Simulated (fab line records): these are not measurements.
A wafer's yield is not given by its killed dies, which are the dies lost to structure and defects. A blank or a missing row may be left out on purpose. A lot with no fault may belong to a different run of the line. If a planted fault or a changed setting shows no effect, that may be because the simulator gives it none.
The tool behind it: which one? | flow rit_cmos | Sampling: 14 lots, 42 wafers, 2 of 202 route steps

WHAT EACH GAUGE READ, for each wafer
RIT_GATE_THK_MEAS_07. Usual: GATE_OXIDE_THK 3.00 nm, standard deviation 0.054.
lot  | measured    | on            | GATE_OXIDE_THK (nm) | flag
L453 | day 2 09:24 | film_metro-03 | 3.00 3.05 3.03      |
L454 | day 2 14:25 | film_metro-04 | 3.02 2.98 3.06      |
L455 | day 2 19:55 | film_metro-04 | 3.05 3.07 3.08      |
L457 | day 3 09:04 | film_metro-03 | 3.13 3.05 3.02      |
L458 | day 3 10:55 | film_metro-03 | 2.99 2.99 3.04      |
L459 | day 3 14:57 | film_metro-01 | 2.91 2.95 2.97      |
L460 | day 3 21:41 | film_metro-03 | 2.95 3.01 3.03      |
L461 | day 4 02:45 | film_metro-03 | 3.03 2.99 3.08      |
L462 | day 4 08:16 | film_metro-04 | 2.90 2.98 2.90      |
L466 | day 5 02:52 | film_metro-04 | 3.03 2.99 2.98      |
L467 | day 5 07:57 | film_metro-01 | 3.44 3.45 3.38      | OFF
L472 | day 6 09:08 | film_metro-01 | 3.45 3.41 3.51      | OFF
L474 | day 6 19:30 | film_metro-03 | 2.94 2.99 2.95      |
L476 | day 7 09:40 | film_metro-01 | 2.94 3.02 3.02      |

WHAT TOOL EACH LOT RAN ON (gives the tool, then ch and the chambers of the sampled wafers, and finally the start)
lot  | RIT_GATE_OXIDATION_05
L453 | furnace-02 ch 0, day 2 08:03
L454 | furnace-01 ch 0, day 2 13:06
L455 | furnace-01 ch 0, day 2 18:35
L457 | furnace-04 ch 0, day 3 05:12
L458 | furnace-02 ch 0, day 3 09:34
L459 | furnace-01 ch 0, day 3 13:37
L460 | furnace-04 ch 0, day 3 20:22
L461 | furnace-01 ch 0, day 4 01:26
L462 | furnace-02 ch 0, day 4 06:56
L466 | furnace-04 ch 0, day 5 01:32
L467 | furnace-02 ch 0, day 5 06:38
L472 | furnace-02 ch 0, day 6 07:49
L474 | furnace-04 ch 0, day 6 18:10
L476 | furnace-01 ch 0, day 7 08:20
- RIT_GATE_OXIDATION_05: target thk 3 nm, ox time 270 s.

WHAT THE TOOLS THEMSELVES READ (means of the sampled wafers that have a number; where no wafer has one, the mark that the record gives instead)
RIT_GATE_OXIDATION_05. Usual: ox_temp_c 900.0 C, standard deviation 0.38; zone_power_centre_pct 43 %, standard deviation 3.7; zone_power_load_pct 25.9 %, standard deviation 1.5.
lot  | tool       | ox_temp_c (C) | zone_power_centre_pct (%) | zone_power_load_pct (%) | flag
L453 | furnace-02 | 899.3         | 38                        | 24.9                    |
L454 | furnace-01 | 900.1         | 45                        | 25.0                    |
L455 | furnace-01 | 899.5         | 45                        | 25.0                    |
L457 | furnace-04 | 900.1         | 47                        | 28.2                    |
L458 | furnace-02 | 900.2         | 39                        | 24.8                    |
L459 | furnace-01 | 900.1         | 45                        | 25.1                    |
L460 | furnace-04 | 900.1         | 48                        | 28.3                    |
L461 | furnace-01 | 899.8         | 44                        | 25.0                    |
L462 | furnace-02 | 899.6         | 38                        | 24.6                    |
L466 | furnace-04 | 899.9         | 48                        | 28.0                    |
L467 | furnace-02 | 899.9         | 39                        | 24.6                    |
L472 | furnace-02 | 900.4         | 39                        | 24.9                    |
L474 | furnace-04 | 899.6         | 48                        | 28.2                    |
L476 | furnace-01 | 899.9         | 44                        | 25.1                    |

THE ANSWER, worked out from the rows above alone
Rule: a lot is off if the mean of its wafers that have a number lies more than 3 standard deviations from the usual mean. A lot without any number at a reading at which 4 lots or more have one is off too. Where the step has rows for the other lots, those lots are counted as sound. After the gauges, taken in route order, come the tools' own readings; for these a lot's mean is taken, as printed above. At the first step where some lot is off, the reading lying furthest off is the one used; lots without a number count as furthest.
Off: L467, L472, at RIT_GATE_THK_MEAS_07 (GATE_OXIDE_THK).
A tool fits if, at a process step before that reading, it ran every lot that is off, and no sound lot after the first of them. Those tools and the gauges at RIT_GATE_THK_MEAS_07 are tried in the same way. One fits: RIT_GATE_OXIDATION_05 on furnace-02. A fault onset in the window from L462 (day 4 06:56, its last sound lot) to L467 (day 5 06:38, its first lot off) fits.

WHAT HAD BEEN PUT IN BY THE SIMULATOR
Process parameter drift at RIT_GATE_OXIDATION_05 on furnace-02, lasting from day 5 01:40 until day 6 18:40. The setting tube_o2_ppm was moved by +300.
Shown lots that were struck: L467, L472. This agrees with what the rule above found.
